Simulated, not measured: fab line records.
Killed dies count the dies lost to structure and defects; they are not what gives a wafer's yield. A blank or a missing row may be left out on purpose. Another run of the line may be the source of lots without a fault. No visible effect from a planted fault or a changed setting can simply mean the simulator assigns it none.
One fault seen from 2 desks	flow rit cmos	each desk has only its own numbers; what lay behind them comes last

FROM THE METROLOGY DESK
What the gauges read, lot by lot, whatever tool the lot ran on: means of the sampled wafers that have a number. Any lot whose mean is over 4 standard deviations away from the usual mean is out of limits and marked OUT; that distance is given in the brackets.
Columns: A = ACTIVE_OXIDE_THK at RIT_ACTIVE_THK_MEAS_02, usual 46.3 nm; B = ACTIVE_NITRIDE_THK at RIT_ACTIVE_THK_MEAS_04, usual 150.0 nm; C = cd nm at RIT_ACTIVE_CD_MEAS_11, usual 1400.1 nm; D = cd nm at RIT_ACTIVE_CD_MEAS_90, usual 1400.1 nm; E = FOX1_OXIDE_THK at RIT_FOX1_THK_MEAS_01, usual 346 nm; F = FOX2_OXIDE_THK at RIT_FOX2_THK_MEAS_01, usual 345 nm; G = FIELD_OXIDE_LEFT_1_THK at RIT_FOX2_THK_MEAS_90, usual 318 nm
lot	first seen here	A	B	C	D	E	F	G
L685	day 3 19:03	47.1	149.0	1400.2	1400.3	345	340	313
L686	day 4 00:03	46.0	149.1	1398.4	1398.6	343	347	320
L688	day 4 10:10	44.9	148.6	1399.4	1399.5	346	357	330
L690	day 4 20:57	46.7	150.6	1403.1	1403.0	347	339	311
L692	day 5 08:53	47.7	148.5	1403.5	1403.5	346	334	306
L697	day 6 07:23	46.0	151.4	1400.1	1400.1	347	350	323
This desk found nothing out of limits on any of the 6 lots.

AT THE TOOL OWNER'S DESK: rie diel-02
The tool's own readings at RIT_ACTIVE_ETCH_13 (etches Si3N4 in SF6, stops on SiO2, time 210 s, target depth 210 nm): means of the sampled wafers that have a number, for each lot that ran on this tool. Any lot whose mean is over 4 standard deviations away from the usual mean is out of limits and marked OUT; that distance is given in the brackets.
Columns: A = chamber pressure mTorr at RIT_ACTIVE_ETCH_13, usual 260.00 mTorr; B = drypump motor current A at RIT_ACTIVE_ETCH_13, usual 5.8 A; C = oes product au at RIT_ACTIVE_ETCH_13, usual 0.824 a.u.; D = throttle valve pct at RIT_ACTIVE_ETCH_13, usual 7.47 %
lot	first seen here	A	B	C	D
L685	day 3 22:32	259.86	5.7	0.818	7.48
L688	day 4 12:50	259.93	6.3	0.834	7.40
L692	day 5 12:22	260.01	6.0	0.825	7.36
This desk found nothing out of limits on any of the 3 lots.

TAKEN TOGETHER
Metrology desk: nothing out of limits seen.
Nothing out of limits was seen by the tool owner's desk.

WHAT THE SIMULATOR HAD PUT IN
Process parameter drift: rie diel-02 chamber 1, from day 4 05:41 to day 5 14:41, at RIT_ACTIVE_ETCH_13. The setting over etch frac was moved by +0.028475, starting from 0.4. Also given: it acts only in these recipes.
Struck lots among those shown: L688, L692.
